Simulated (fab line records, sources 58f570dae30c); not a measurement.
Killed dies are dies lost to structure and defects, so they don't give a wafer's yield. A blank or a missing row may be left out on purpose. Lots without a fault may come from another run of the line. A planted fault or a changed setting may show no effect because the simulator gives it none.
fab line records | flow berkeley_cmos170
record lots=7 wafers=21 last_day=11
route steps=331 shown PWELL@36
lots that met no fault: from a run of the same line without faults
start_h: hours from the record's first day to the start of the lot's first wafer shown | wait_h: hours since the lot's step before | " the same as in the row above | L1.1+2: a row that stands for several wafers | - no value, or no start given | * or withheld: withheld | < > ~ a bound
route shown NAME@n: a module of which the file shows steps, and the number in the route of the first | usual: mean/standard deviation of fault-free wafers | same: alike in all rows | chamber/n: place in a boat | sites: the reading at each site | _std_site: their standard deviation | _edge_site: outer sites' mean less inner sites' | radius_mm: how far each site lies from the wafer's centre | mask NAME#n: copy n | behind: the tool/chamber that last shaped the wafer | hold: why the lot was held/for how many hours/how that ended | device: the transistor (n, p or np) that didn't switch | end of line: the same wafers' tests at the end of the route | a step without rows: its recipe alone | killed: dies lost to structure and defects at the first sort, not the wafer's yield | map: a wafer's dies, x killed, . not, _ none there
set.NAME: the setting as run; set.NAME@STEP: as run at that earlier step | model.NAME: the simulator's own value behind a step, which no gauge read
lots at some steps of the route; a table a step, a row a wafer
services: from which hour (start_h, from the record's first day; less than 0 if before it) a tool's chamber was out of use, for how many hours, and why
## steps
# step UCB170_PWELL_OXIDATION_02
# recipe temp_c=1000 ambient=O2 target_thk_a=264 ox_time_s=1260
# step UCB170_PWELL_THK_MEAS_03
# recipe reads=SiO2_of_PWELL_OXIDATION_02
# usual PWELL_OXIDE_THK=27.0/0.63
# columns lot.wafer tool chamber start_h wait_h PWELL_OXIDE_THK[nm]
L248.2 film_metro-01 - 43.26 0.0 25.8
L248.4 " - " " 25.2
L248.5 " - " " 26.0
L255.2 film_metro-02 - 78.39 0.0 26.8
L255.3 " - " " 26.5
L255.4 " - " " 26.8
L261.2 film_metro-02 - 112.40 0.0 27.0
L261.4 " - " " 27.0
L261.6 " - " " 26.7
L260.3 film_metro-04 - 112.41 0.0 27.4
L260.5 " - " " 27.3
L260.6 " - " " 26.8
L262.2 film_metro-04 - 118.43 0.0 26.9
L262.4 " - " " 27.2
L262.6 " - " " 27.5
L264.2 film_metro-02 - 118.43 0.0 26.7
L264.5 " - " " 26.8
L264.6 " - " " 27.1
L265.1 film_metro-04 - 128.24 0.0 26.3
L265.2 " - " " 26.7
L265.6 " - " " 26.6
# step UCB170_PWELL_ANNEAL_04
# recipe temp_c=1000 time_s=900 ambient=N2
# step UCB170_PWELL_CVD_05
# recipe material=Si3N4 target_thk_nm=220 temp_c=800 precursor=SiH2Cl2/NH3 time_s=3300 pressure_mtorr=200 sih2cl2_flow_sccm=25 nh3_flow_sccm=75
# step UCB170_PWELL_THK_MEAS_06
# recipe reads=Si3N4_of_PWELL_CVD_05
# usual PWELL_NITRIDE_THK=219.7/2.4
# columns lot.wafer tool chamber start_h wait_h PWELL_NITRIDE_THK[nm]
L248.2 film_metro-02 - 50.51 0.0 220.2
L248.4 " - " " 219.5
L248.5 " - " " 220.1
L255.2 film_metro-02 - 84.56 0.0 216.5
L255.3 " - " " 218.5
L255.4 " - " " 217.7
L261.2 film_metro-02 - 117.12 0.0 216.7
L261.4 " - " " 216.1
L261.6 " - " " 215.7
L260.3 film_metro-04 - 117.15 0.0 219.0
L260.5 " - " " 218.0
L260.6 " - " " 216.9
L262.2 film_metro-04 - 123.91 0.0 222.0
L262.4 " - " " 219.4
L262.6 " - " " 222.6
L264.2 film_metro-01 - 123.91 0.0 224.9
L264.5 " - " " 222.6
L264.6 " - " " 223.1
L265.1 film_metro-02 - 133.68 0.0 216.7
L265.2 " - " " 214.9
L265.6 " - " " 215.7
# step UCB170_PWELL_HMDS_07
# recipe prime_time_s=60 prime_temp_c=100
# step UCB170_PWELL_COAT_08
# recipe resist=KrF spin_rpm=1500 resist_thk_nm=900
# step UCB170_PWELL_SOFTBAKE_09
# recipe resist=KrF temp_c=130 time_s=60
# step UCB170_PWELL_EXPOSE_10
# recipe mask_id=PWELL target_cd_nm=3000 na=0.5 sigma_outer=0.6 source_shape=conventional dose_mj=19
# step UCB170_PWELL_PEB_11
# recipe peb_temp_c=130 peb_time_s=withheld resist=KrF
# step UCB170_PWELL_DEVELOP_12
# recipe developer=TMAH develop_time_s=45 resist=KrF dev_temp_c=21
# step UCB170_PWELL_OVL_MEAS_13
# usual PWELL_OVL=-1/5.3
# columns lot.wafer tool chamber start_h wait_h PWELL_OVL[nm]
L248.2 overlay-02 - 51.41 - -1
L248.4 " - " " 5
L248.5 " - " " 0
L255.2 overlay-02 - 86.02 - -6
L255.3 " - " " -5
L255.4 " - " " -4
L261.2 overlay-01 - 118.56 - -3
L261.4 " - " " 2
L261.6 " - " " -2
L260.3 overlay-02 - 118.57 - 1
L260.5 " - " " 3
L260.6 " - " " 3
L264.2 overlay-02 - 124.81 - 1
L264.5 " - " " 12
L264.6 " - " " 15
L262.2 overlay-02 - 125.15 - -4
L262.4 " - " " -2
L262.6 " - " " 3
L265.1 overlay-02 - 134.63 - -6
L265.2 " - " " -13
L265.6 " - " " -1
# step UCB170_PWELL_ETCH_14
# recipe chemistry=CH3F/Ar/O2 target=Si3N4 stop_on=SiO2 CH3F_flow_sccm=20 Ar_flow_sccm=50 O2_flow_sccm=7 pressure_mtorr=50 rf_w=450 target_depth_a=2420 over_etch_frac=0.1 time_s=151
# usual chamber_pressure_mTorr=50.00/0.048 drypump_motor_current_A=5.9/0.42 oes_product_au=0.939/0.014 run_length_s=179.2/0.36 throttle_valve_pct=8.12/0.092
# columns lot.wafer tool chamber start_h wait_h chamber_pressure_mTorr drypump_motor_current_A oes_product_au rf_hours_counter_h run_length_s throttle_valve_pct model.KrF_of_PWELL_COAT_08.thk_nm model.etch.depth_nm model.SiO2_of_PWELL_OXIDATION_02.thk_nm
L248.2 rie_diel-03 1 51.44 0.0 50.01 6.3 0.925 71 178.7 8.30 726.8 220.2 22.32
L248.4 " 3 " " 49.99 5.7 0.935 41 180.0 8.02 725.7 219.5 21.08
L248.5 " 1 " " 49.82 6.3 0.928 - 179.4 8.29 727.1 220.1 22.42
L255.2 rie_diel-04 3 86.05 0.0 50.05 5.9 0.912 29 179.3 7.95 724.2 216.4 23.06
L255.3 " 2 " " 49.92 5.1 0.925 40 180.2 8.19 721.8 218.7 22.75
L255.4 " 1 " " 50.02 5.0 0.933 139 179.2 8.19 725.4 217.5 23.13
L261.2 rie_diel-03 0 118.59 0.0 50.07 6.4 0.984 160 155.4 8.04 751.5 201.8 24.01
L261.4 " 2 " " 49.97 5.7 0.994 114 155.7 8.09 747.2 204.3 23.99
L261.6 " 3 " " 49.94 5.7 0.994 - 156.3 8.02 746.7 203.6 23.63
L260.3 rie_diel-04 2 118.59 0.0 50.02 5.1 0.923 41 179.4 8.17 724.8 218.7 23.64
L260.5 " 0 " " 50.02 5.7 0.932 - 178.7 8.21 723.9 218 23.59
L260.6 " 1 " " 50.05 5.0 0.933 - 179.5 8.16 725.8 217 23.19
L264.2 rie_diel-03 0 124.84 0.0 50.01 6.4 0.980 161 155.2 8.03 747.7 201 23.71
L264.5 " 2 " " 50.06 5.6 0.999 - 156.3 8.10 744.8 206.6 23.68
L264.6 " 3 " " 49.95 5.7 0.979 - 156.7 8.02 746 200.6 24.05
L262.2 rie_diel-01 0 125.18 0.0 49.99 6.0 0.956 82 179.3 8.08 723 221.8 22.85
L262.4 " 3 " " 50.04 6.1 0.961 46 179.1 8.07 727.1 219.3 23.55
L262.6 " 0 " " 49.91 6.0 0.955 - 179.3 8.08 720.4 222.7 23.49
L265.1 rie_diel-03 1 134.66 0.0 50.06 6.3 0.980 75 156.1 8.29 750.5 202.1 23.22
L265.2 " 2 " " 49.91 5.6 1.014 115 156.0 8.08 748.3 208.9 23.55
L265.6 " 2 " " 49.96 5.6 1.005 - 156.4 8.09 748.1 208.7 23.38
# step UCB170_PWELL_IMPLANT_15
# recipe species=B dose_cm2=5e+12 energy_kev=60 tilt_deg=7
# step UCB170_PWELL_STRIP_16
# recipe chemistry=O2 power_w=400 pressure_mtorr=3500 platen_temp_c=withheld o2_flow_sccm=400 overash_fraction=0.5
# usual chamber_pressure_mTorr=3500/3.2 drypump_motor_current_A=5.7/0.39 oes_product_au=0.721/0.0048 strip_time_to_endpoint_s=18.09/0.081
# columns lot.wafer tool chamber start_h wait_h chamber_pressure_mTorr drypump_motor_current_A oes_product_au rf_hours_counter_h strip_time_to_endpoint_s
L248.2 plasma_asher-04 1 51.69 0.1 3497 5.9 0.721 25 18.14
L248.4 " 1 " " 3503 5.9 0.721 - 18.12
L248.5 " 1 " " 3499 5.9 0.718 - 18.14
L255.2 plasma_asher-04 0 86.30 0.1 3501 5.3 0.721 28 18.08
L255.3 " 1 " " 3503 5.9 0.725 - 18.02
L255.4 " 0 " " 3498 5.3 0.725 - 18.09
L261.2 plasma_asher-02 1 118.84 0.1 3500 5.8 0.720 36 18.73
L261.4 " 0 " " 3493 6.3 0.722 - 18.62
L261.6 " 0 " " 3502 6.2 0.718 - 18.62
L260.3 plasma_asher-01 0 118.88 0.1 3505 6.0 0.712 - 18.10
L260.5 " 0 " " 3499 6.0 0.717 - 18.08
L260.6 " 1 " " 3500 5.2 0.716 - 18.11
L264.2 plasma_asher-04 0 125.09 0.1 3502 5.3 0.732 34 18.65
L264.5 " 1 " " 3502 5.9 0.719 - 18.56
L264.6 " 0 " " 3503 5.3 0.720 - 18.62
L262.2 plasma_asher-02 0 125.43 0.1 3503 6.2 0.722 37 18.04
L262.4 " 0 " " 3504 6.2 0.725 - 18.15
L262.6 " 1 " " 3497 5.8 0.730 - 17.98
L265.1 plasma_asher-04 1 134.92 0.1 3497 6.0 0.718 35 18.71
L265.2 " 0 " " 3495 5.3 0.725 35 18.66
L265.6 " 0 " " 3500 5.3 0.719 - 18.67
# step UCB170_PWELL_TW_MEAS_17
# usual PWELL_TW=381/3.3
# columns lot.wafer tool chamber start_h wait_h PWELL_TW
L248.2 film_metro-02 - 51.80 0.1 380
L248.4 " - " " 378
L248.5 " - " " 380
L255.2 film_metro-04 - 86.41 0.1 384
L255.3 " - " " 384
L255.4 " - " " 385
L261.2 film_metro-04 - 118.95 0.1 385
L261.4 " - " " 384
L261.6 " - " " 385
L260.3 film_metro-02 - 118.96 0.1 378
L260.5 " - " " 377
L260.6 " - " " 380
L264.2 film_metro-04 - 125.20 0.1 384
L264.5 " - " " 385
L264.6 " - " " 385
L262.2 film_metro-01 - 125.54 0.1 378
L262.4 " - " " 379
L262.6 " - " " 378
L265.1 film_metro-02 - 135.02 0.1 375
L265.2 " - " " 377
L265.6 " - " " 375
## services
# columns tool chamber start_h hours kind
rie_diel-03 1 38.88 4.1 repair
plasma_asher-04 - 52.77 1.7 repair
plasma_asher-02 - 56.05 3.1 repair
rie_diel-01 0 73.30 1.3 repair
plasma_asher-02 - 87.25 28.1 pm
rie_diel-04 - 96.87 0.3 repair
rie_diel-03 1 106.22 7.3 repair
rie_diel-04 3 120.32 7.0 repair
rie_diel-03 0 127.02 - clean
rie_diel-03 0 127.02 17.9 scheduled_down
rie_diel-03 0 127.02 17.9 vent_cycle
## key
first_sign step=UCB170_PWELL_ETCH_14 reading=run_length_s direction=down sigmas=64 usual=* struck=*
effect step=UCB170_PWELL_ETCH_14 reading=oes_product_au direction=up sigmas=3.8 usual=0.939 struck=0.992
effect step=UCB170_PWELL_STRIP_16 reading=strip_time_to_endpoint_s direction=up sigmas=7 usual=* struck=*
model_effect step=UCB170_PWELL_ETCH_14 value=KrF_of_PWELL_COAT_08.thk_nm without=723.1 struck=747.9
met_at UCB170_PWELL_ETCH_14
struck_wafers L261.2,L261.4,L261.6,L264.2,L264.5,L264.6,L265.1,L265.2,L265.6
later_rows_left_out L261.2,L261.4,L261.6,L264.2,L264.5,L264.6,L265.1,L265.2,L265.6
sort_left_out L261.2,L261.4,L261.6,L264.2,L264.5,L264.6,L265.1,L265.2,L265.6
tester_left_out L261,L264,L265
onset_between 51.44 118.59
fault kind=process_parameter_drift tool=rie_diel-03 chamber=- onset_h=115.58 steps=UCB170_PWELL_ETCH_14 channel=time_s offset=* shape=step end_h=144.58 acts_in=* stated=*
# tester_left_out: of these lots the tester's yield and bins aren't shown, on N5 and GAA mostly nor the transistor test; their killed dies are dies lost to structure and defects alone, not to doping, threshold or leakage, so they don't give the yield
# sort_left_out: the simulated sort isn't trusted on such a fault, so these wafers' sort isn't shown, and their yield isn't known
# later_rows_left_out: the simulator's readings of these wafers behind a module that went badly wrong aren't trusted and aren't shown, but for the sort
